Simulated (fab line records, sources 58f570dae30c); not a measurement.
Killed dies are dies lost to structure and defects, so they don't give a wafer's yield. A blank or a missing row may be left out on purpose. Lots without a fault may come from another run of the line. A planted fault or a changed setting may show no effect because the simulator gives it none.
Which tool did it? | flow berkeley_cmos170 | 13 lots, 39 wafers sampled, at 7 steps of a route of 331

WHAT THE GAUGES READ, wafer by wafer
UCB170_NLDD_TW_MEAS_11.
lot  | measured     | on            | NLDD_TW
L854 | day 6 21:37  | film_metro-01 | 2246 2256 2253
L853 | day 6 21:52  | film_metro-04 | 2214 2212 2208
L855 | day 6 21:58  | film_metro-04 | 2223 2208 2212
L852 | day 6 22:20  | film_metro-04 | 2207 2209 2209
L856 | day 7 08:47  | film_metro-01 | 2226 2246 2236
L859 | day 8 01:26  | film_metro-01 | 2235 2241 2216
L858 | day 8 01:56  | film_metro-04 | 2212 2218 2205
L860 | day 8 06:56  | film_metro-01 | 2243 2247 2235
L863 | day 8 23:53  | film_metro-01 | 2221 2246 2232
L864 | day 9 00:23  | film_metro-04 | 2224 2230 2212
L867 | day 9 19:36  | film_metro-04 | 2216 2228 2225
L869 | day 10 08:25 | film_metro-01 | 2226 2230 2243
L874 | day 11 09:20 | film_metro-04 | 2211 2189 2219

UCB170_PSD_CD_MEAS_06: target cd 1200 nm.
lot  | measured     | on        | cd_nm (nm)
L854 | day 7 04:35  | cd_sem-01 | 1200.9 1199.6 1199.7
L853 | day 7 04:53  | cd_sem-01 | 1200.4 1201.5 1201.5
L855 | day 7 04:59  | cd_sem-01 | 1198.5 1198.2 1198.3
L852 | day 7 05:02  | cd_sem-02 | 1200.1 1200.5 1200.5
L856 | day 7 12:46  | cd_sem-01 | 1200.7 1199.8 1201.0
L859 | day 8 07:41  | cd_sem-01 | 1200.2 1199.7 1200.2
L858 | day 8 07:58  | cd_sem-02 | 1202.0 1202.7 1201.5
L860 | day 8 12:58  | cd_sem-01 | 1200.1 1199.3 1199.6
L863 | day 9 08:02  | cd_sem-01 | 1200.0 1201.1 1201.3
L864 | day 9 08:10  | cd_sem-01 | 1201.5 1199.8 1200.9
L867 | day 10 02:22 | cd_sem-01 | 1200.9 1201.2 1201.5
L869 | day 10 12:05 | cd_sem-02 | 1197.5 1197.0 1198.1
L874 | day 11 14:05 | cd_sem-01 | 1202.1 1199.7 1200.9

UCB170_M2_RS_MEAS_02: measures by four-point-probe.
lot  | measured     | on            | M2_AL_RS (ohm/sq)
L854 | day 8 01:53  | film_metro-03 | 0.0328 0.0323 0.0324
L853 | day 8 03:41  | film_metro-04 | 0.0327 0.0321 0.0325
L855 | day 8 01:20  | film_metro-04 | 0.0321 0.0319 0.0315
L852 | day 8 01:32  | film_metro-03 | 0.0322 0.0321 0.0319
L856 | day 8 08:40  | film_metro-03 | 0.0319 0.0311 0.0317
L859 | day 9 03:15  | film_metro-03 | 0.0318 0.0317 0.0318
L858 | day 9 03:12  | film_metro-01 | 0.0322 0.0321 0.0320
L860 | day 9 07:25  | film_metro-04 | 0.0324 0.0323 0.0326
L863 | day 10 03:10 | film_metro-04 | 0.0324 0.0320 0.0321
L864 | day 10 02:53 | film_metro-03 | 0.0321 0.0317 0.0317
L867 | day 10 23:21 | film_metro-03 | 0.0319 0.0320 0.0321
L869 | day 11 07:26 | film_metro-03 | 0.0249 0.0320 0.0249
L874 | day 12 09:01 | film_metro-01 | 0.0316 0.0317 0.0321

UCB170_M2_THK_MEAS_03: measures by xrf.
lot  | measured     | on            | M2_AL_THK (nm)
L854 | day 8 02:00  | film_metro-03 | 885 897 894
L853 | day 8 03:47  | film_metro-04 | 885 908 888
L855 | day 8 01:26  | film_metro-04 | 904 913 916
L852 | day 8 01:38  | film_metro-03 | 897 906 910
L856 | day 8 08:47  | film_metro-03 | 907 932 918
L859 | day 9 03:22  | film_metro-03 | 904 914 907
L858 | day 9 03:17  | film_metro-01 | 900 900 908
L860 | day 9 07:32  | film_metro-04 | 894 893 891
L863 | day 10 03:17 | film_metro-04 | 887 900 906
L864 | day 10 03:00 | film_metro-03 | 895 908 910
L867 | day 10 23:28 | film_metro-03 | 908 903 899
L869 | day 11 07:32 | film_metro-03 | 1160 906 1157
L874 | day 12 09:08 | film_metro-01 | 925 921 910

UCB170_V2_BOW_MEAS_03.
lot  | measured     | on            | V2_BOW (um)
L854 | day 8 04:59  | film_metro-04 | 30 40 37
L853 | day 8 06:59  | film_metro-04 | 37 46 36
L855 | day 8 04:22  | film_metro-02 | 49 41 29
L852 | day 8 04:43  | film_metro-03 | 32 44 28
L856 | day 8 12:02  | film_metro-03 | 34 31 27
L859 | day 9 06:16  | film_metro-02 | 48 41 34
L858 | day 9 06:05  | film_metro-04 | 25 30 40
L860 | day 9 12:16  | film_metro-03 | 39 32 29
L863 | day 10 07:31 | film_metro-02 | 30 28 36
L864 | day 10 07:23 | film_metro-03 | 28 41 29
L867 | day 11 06:50 | film_metro-03 | 35 39 45
L869 | day 11 11:23 | film_metro-04 | 41 44
L874 | day 12 12:56 | film_metro-04 | 43 38 31

WHICH TOOL RAN EACH LOT (tool, then ch and the chambers of the sampled wafers, then the start)
lot  | UCB170_M2_SPUTTER_01         | UCB170_M2_METAL_ETCH_18
L854 | pvd_sputter-01, day 8 01:47  | rie_metal-02 ch 0,1, day 8 04:02
L853 | pvd_sputter-02, day 8 03:34  | rie_metal-01 ch 0,1, day 8 06:05
L855 | pvd_sputter-02, day 8 01:14  | rie_metal-01 ch 0,1, day 8 03:25
L852 | pvd_sputter-04, day 8 01:25  | rie_metal-04 ch 0,1, day 8 03:49
L856 | pvd_sputter-04, day 8 08:35  | rie_metal-02 ch 0,1, day 8 11:06
L859 | pvd_sputter-01, day 9 03:10  | rie_metal-04 ch 0,1, day 9 05:20
L858 | pvd_sputter-02, day 9 03:03  | rie_metal-01 ch 0,1, day 9 05:10
L860 | pvd_sputter-02, day 9 07:20  | rie_metal-02 ch 0,1, day 9 11:20
L863 | pvd_sputter-02, day 10 03:05 | rie_metal-01 ch 0,1, day 10 06:35
L864 | pvd_sputter-01, day 10 02:48 | rie_metal-02 ch 0,1, day 10 06:23
L867 | pvd_sputter-02, day 10 23:16 | rie_metal-01 ch 0,1, day 11 05:50
L869 | pvd_sputter-02, day 11 07:19 | rie_metal-01 ch 0,1, day 11 10:29
L874 | pvd_sputter-04, day 12 08:56 | rie_metal-02 ch 0,1, day 12 12:01
- UCB170_M2_SPUTTER_01: material Al, target thk 900 nm, time 120 s.
- UCB170_M2_METAL_ETCH_18: etches Al in Cl2/BCl3, stops on SiO2, target depth 1170 nm, time 195 s.

WHAT THE TOOLS THEMSELVES READ (means of the sampled wafers that have a number; where no wafer has one, the mark that the record gives instead)
UCB170_M2_SPUTTER_01.
lot  | tool           | throttle_valve_pct (%)
L854 | pvd_sputter-01 | 30.2
L853 | pvd_sputter-02 | 31.3
L855 | pvd_sputter-02 | 30.7
L852 | pvd_sputter-04 | 30.3
L856 | pvd_sputter-04 | 30.7
L859 | pvd_sputter-01 | 30.8
L858 | pvd_sputter-02 | 30.6
L860 | pvd_sputter-02 | 31.0
L863 | pvd_sputter-02 | 31.0
L864 | pvd_sputter-01 | 30.9
L867 | pvd_sputter-02 | 30.6
L869 | pvd_sputter-02 | 30.4
L874 | pvd_sputter-04 | 30.5

UCB170_M2_METAL_ETCH_18.
lot  | tool         | drypump_motor_current_A (A) | mfc_cl2_sccm (sccm) | oes_product_au (a.u.) | throttle_valve_pct (%)
L854 | rie_metal-02 | 5.7                         | 90.17               | 0.853                 | 24.30
L853 | rie_metal-01 | 6.2                         | 90.13               | 0.852                 | 24.43
L855 | rie_metal-01 | 5.6                         | 90.02               | 0.865                 | 24.21
L852 | rie_metal-04 | 5.8                         | 90.11               | 0.866                 | 24.32
L856 | rie_metal-02 | 5.6                         | 89.87               | 0.871                 | 24.38
L859 | rie_metal-04 | 5.3                         | 89.98               | 0.864                 | 24.38
L858 | rie_metal-01 | 5.6                         | 89.95               | 0.861                 | 24.22
L860 | rie_metal-02 | 5.7                         | 90.14               | 0.858                 | 24.28
L863 | rie_metal-01 | 5.6                         | 89.72               | 0.861                 | 24.19
L864 | rie_metal-02 | 5.7                         | 89.72               | 0.865                 | 24.29
L867 | rie_metal-01 | 5.6                         | 90.22               | 0.867                 | 24.21
L869 | rie_metal-01 | 5.6                         | 89.98               | 0.947                 | 24.17
L874 | rie_metal-02 | 5.7                         | 89.76               | 0.867                 | 24.28

THE ANSWER, worked out from the rows above alone
Rule: what is usual is taken from the lots themselves. Put in order of their means at a reading, lots are off if they are a third of the lots or fewer, leave a main group of 4 or more, and stand apart from it by a gap of 3 or more times the standard deviation of the main group's means; of several such gaps the widest counts. A main group whose means are all the same, to the digits that the tables above print for the reading, isn't used. A lot without any number at a reading at which 4 lots or more have one is off too. The other lots that the step has rows for count as sound. The gauges are gone through in route order, then the tools' own readings, and for those a lot's mean is taken as printed above. The first step at which some lot is off is used, and at that step the reading that is off furthest; a lot without a number counts as furthest.
Off: L869, at UCB170_M2_RS_MEAS_02 (M2_AL_RS). The main group: mean 0.0320 ohm/sq, standard deviation 0.00029.
A tool fits if, at a process step before that reading, it ran every lot that is off, and no sound lot after the first of them. The gauges at UCB170_M2_RS_MEAS_02 aren't tried: what is off there is off at UCB170_M2_METAL_ETCH_18 too, on other tools, and a gauge's error can't cause that. One fits: pvd_sputter-02 at UCB170_M2_SPUTTER_01. Its last sound lot is L867 (day 10 23:16), its first lot that is off L869 (day 11 07:19): a fault that began between those two fits.

WHAT THE SIMULATOR HAD PUT IN
Process parameter drift: pvd_sputter-02, from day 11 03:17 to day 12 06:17, at UCB170_M2_SPUTTER_01. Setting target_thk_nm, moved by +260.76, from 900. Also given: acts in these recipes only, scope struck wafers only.
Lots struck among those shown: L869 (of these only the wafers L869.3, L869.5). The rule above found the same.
